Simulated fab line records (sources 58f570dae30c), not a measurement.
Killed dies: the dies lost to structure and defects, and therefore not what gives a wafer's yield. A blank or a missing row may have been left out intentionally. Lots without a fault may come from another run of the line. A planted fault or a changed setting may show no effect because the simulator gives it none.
Which tool was responsible? | flow berkeley cmos170 | Sampling: 13 lots, 39 wafers, 3 of 331 route steps

## WHAT THE GAUGES SHOWED, per wafer
UCB170_M2_CD_MEAS_90: target cd 700 nm.
lot  | measured     | on        | cd nm (nm)
L868 | day 8 22:25  | cd sem-02 | 701.0 702.9 701.5
L866 | day 8 22:29  | cd sem-01 | 698.3 698.7 699.2
L867 | day 8 22:50  | cd sem-02 | 700.4 700.5 702.7
L869 | day 9 14:13  | cd sem-01 | 702.3 701.0 701.2
L871 | day 9 19:31  | cd sem-01 | 698.5 702.4 700.4
L875 | day 10 05:13 | cd sem-01 | 704.8 696.5 703.9
L879 | day 10 18:48 | cd sem-02 | 698.7 708.4 708.4
L881 | day 11 17:17 | cd sem-02 | 705.2 704.0 702.9
L883 | day 11 18:40 | cd sem-02 | 702.2 698.6 700.3
L882 | day 11 20:12 | cd sem-02 | 700.5 698.8 700.3
L887 | day 12 17:41 | cd sem-01 | 699.0 695.1 697.0
L889 | day 12 21:53 | cd sem-01 | 705.8 701.0 695.6
L888 | day 12 22:22 | cd sem-02 | 698.2 700.6 700.7

## WHICH TOOL RAN EACH LOT (tool, then ch and the chambers of the sampled wafers, then the start)
lot  | UCB170_M2_METAL_ETCH_18           | UCB170_M2_STRIP_19
L868 | rie metal-02 ch 0,1, day 8 22:05  | plasma asher-04 ch 0,1, day 8 22:16
L866 | rie metal-01 ch 0,1, day 8 22:10  | plasma asher-02 ch 0,1, day 8 22:20
L867 | rie metal-03 ch 1, day 8 22:22    | plasma asher-02 ch 0,1, day 8 22:44
L869 | rie metal-02 ch 0,1, day 9 13:56  | plasma asher-04 ch 0,1, day 9 14:07
L871 | rie metal-01 ch 0,1, day 9 19:13  | plasma asher-01 ch 0,1, day 9 19:23
L875 | rie metal-03 ch 0,1, day 10 04:54 | plasma asher-01 ch 0,1, day 10 05:05
L879 | rie metal-03 ch 0,1, day 10 18:31 | plasma asher-01 ch 0,1, day 10 18:42
L881 | rie metal-02 ch 0,1, day 11 17:00 | plasma asher-02 ch 0,1, day 11 17:11
L883 | rie metal-01 ch 0,1, day 11 18:22 | plasma asher-04 ch 0,1, day 11 18:33
L882 | rie metal-02 ch 0,1, day 11 19:55 | plasma asher-01 ch 0,1, day 11 20:06
L887 | rie metal-02 ch 0,1, day 12 17:23 | plasma asher-02 ch 0,1, day 12 17:35
L889 | rie metal-01 ch 0,1, day 12 21:34 | plasma asher-02 ch 0,1, day 12 21:46
L888 | rie metal-02 ch 0, day 12 22:04   | plasma asher-04 ch 0,1, day 12 22:15
- UCB170_M2_METAL_ETCH_18: etches Al in Cl2/BCl3, stops on SiO2, target depth 1170 nm, time 195 s.
- UCB170_M2_STRIP_19: strips in O2.

## WHAT THE TOOLS THEMSELVES READ (means of the sampled wafers that have a number; where no wafer has one, the mark that the record gives instead)
UCB170_M2_METAL_ETCH_18.
lot  | tool         | drypump motor current A (A) | oes product au (a.u.) | throttle valve pct (%)
L868 | rie metal-02 | 5.8                         | 0.854                 | 24.49
L866 | rie metal-01 | 5.8                         | 0.854                 | 24.54
L867 | rie metal-03 | 5.6                         | 0.864                 | 24.51
L869 | rie metal-02 | 5.4                         | 0.866                 | 24.57
L871 | rie metal-01 | 5.9                         | 0.857                 | 24.55
L875 | rie metal-03 | 5.3                         | 0.851                 | 24.46
L879 | rie metal-03 | 5.2                         | 0.844                 | 24.47
L881 | rie metal-02 | 5.8                         | 0.859                 | 24.50
L883 | rie metal-01 | 5.6                         | 0.858                 | 24.43
L882 | rie metal-02 | 5.8                         | 0.859                 | 24.49
L887 | rie metal-02 | 5.8                         | 0.863                 | 24.49
L889 | rie metal-01 | 5.6                         | 0.843                 | 24.43
L888 | rie metal-02 | 4.9                         | 0.861                 | 24.65

UCB170_M2_STRIP_19.
lot  | tool            | drypump motor current A (A) | o2 flow sccm (sccm) | oes product au (a.u.)
L868 | plasma asher-04 | 6.2                         | 400.1               | 0.526
L866 | plasma asher-02 | 5.5                         | 398.8               | 0.554
L867 | plasma asher-02 | 5.7                         | 400.0               | 0.556
L869 | plasma asher-04 | 6.2                         | 400.8               | 0.534
L871 | plasma asher-01 | 5.5                         | 398.4               | 0.553
L875 | plasma asher-01 | 5.4                         | 399.0               | 0.637
L879 | plasma asher-01 | 5.4                         | 401.0               | 0.640
L881 | plasma asher-02 | 5.7                         | 400.3               | 0.521
L883 | plasma asher-04 | 5.9                         | 399.9               | 0.550
L882 | plasma asher-01 | 5.4                         | 399.4               | 0.527
L887 | plasma asher-02 | 5.7                         | 400.1               | 0.530
L889 | plasma asher-02 | 5.7                         | 398.8               | 0.555
L888 | plasma asher-04 | 6.2                         | 398.5               | 0.553

## THE ANSWER, worked out from the rows above alone
Rule: what is usual is taken from the lots themselves. The widest of any qualifying gaps counts: lots, ordered by their means at a reading, are off when they make up no more than a third of the lots, leave a main group of 4 or more, and stand apart from it by 3 or more times the standard deviation of that group's means. The tables above print the reading to a certain number of digits; a main group whose means all agree to those digits is not used. A lot without any number at a reading at which 4 lots or more have one is off too. The other lots that the step has rows for count as sound. First the gauges in route order, then the tools' own readings, where a lot's mean is used as printed above. At the first step where some lot is off, the reading lying furthest off is the one used; lots without a number count as furthest.
Off: L875, L879 (UCB170_M2_STRIP_19, oes product au). The main group has a mean of 0.542 a.u. with a standard deviation of 0.013.
A tool fits if, at that step or a process step before it, it ran every lot that is off, and no sound lot after the first of them. One fits: UCB170_M2_METAL_ETCH_18 on rie metal-03. A fault onset in the window from L867 (day 8 22:22, its last sound lot) to L875 (day 10 04:54, its first lot off) fits.

## WHAT WAS PUT IN BY THE SIMULATOR
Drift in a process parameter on rie metal-03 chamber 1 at UCB170_M2_METAL_ETCH_18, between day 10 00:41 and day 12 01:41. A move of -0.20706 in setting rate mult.
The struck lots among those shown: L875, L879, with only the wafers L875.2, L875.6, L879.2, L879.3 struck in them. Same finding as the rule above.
